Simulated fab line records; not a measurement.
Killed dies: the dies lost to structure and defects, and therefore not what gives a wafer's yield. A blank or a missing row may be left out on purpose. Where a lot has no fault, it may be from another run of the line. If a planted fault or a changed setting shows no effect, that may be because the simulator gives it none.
A single fault, viewed from 2 desks ; flow rit_cmos ; what lay behind the numbers comes last; until then each desk has only its own

FROM THE METROLOGY DESK
What the gauges read for every lot (on any tool): the sampled wafers with a number, averaged. Marked OUT: a lot whose mean sits more than 4 standard deviations from the usual mean, which makes it out of limits; the brackets give that distance.
Columns: A = cd_nm at RIT_M1_CD_MEAS_09, usual 2599.7 nm; B = M1_OVL at RIT_M1_OVL_MEAS_10, usual 0.4 nm; C = cd_nm at RIT_M1_CD_MEAS_90, usual 2599.6 nm; D = M1_BOW at RIT_M1_BOW_MEAS_16, usual 17 um
lot;first seen here;A;B;C;D
L233;day 3 08:24;2596.8;-0.0;2597.0;16
L237;day 4 06:28;2600.6;1.2;2602.4;19
L238;day 4 13:35;2600.4;0.8;2601.5;19
L239;day 4 14:00;2600.8;1.0;2599.7;18
L254;day 7 19:25;2603.5;0.2;2603.0;20
L256;day 8 06:29;2600.0;-1.5;2599.3;15
Result from this desk: across the 6 lots, nothing is out of limits.

THE TOOL OWNER'S DESK: furnace-02
The tool's own readings at RIT_M1_ANNEAL_15 (time 1800 s): means of the sampled wafers that have a number, for each lot that ran on this tool. Marked OUT: a lot whose mean sits more than 4 standard deviations from the usual mean, which makes it out of limits; the brackets give that distance.
Columns: A = spike_tc_centre_C at RIT_M1_ANNEAL_15, usual 453.0 C; B = zone_power_source_pct at RIT_M1_ANNEAL_15, usual 6.79 %
lot;first seen here;A;B
L233;day 3 09:26;453.5;6.76
L237;day 4 07:27;452.5;6.79
L238;day 4 14:36;452.5;6.74
L239;day 4 16:06;453.6;6.83
L254;day 7 20:24;452.9;6.74
L256;day 8 07:33;453.4;6.79
Result from this desk: across the 6 lots, nothing is out of limits.

BROUGHT TOGETHER
The metrology desk saw nothing out of limits.
The desk of the tool owner found nothing out of limits.

WHAT HAD BEEN PUT IN BY THE SIMULATOR
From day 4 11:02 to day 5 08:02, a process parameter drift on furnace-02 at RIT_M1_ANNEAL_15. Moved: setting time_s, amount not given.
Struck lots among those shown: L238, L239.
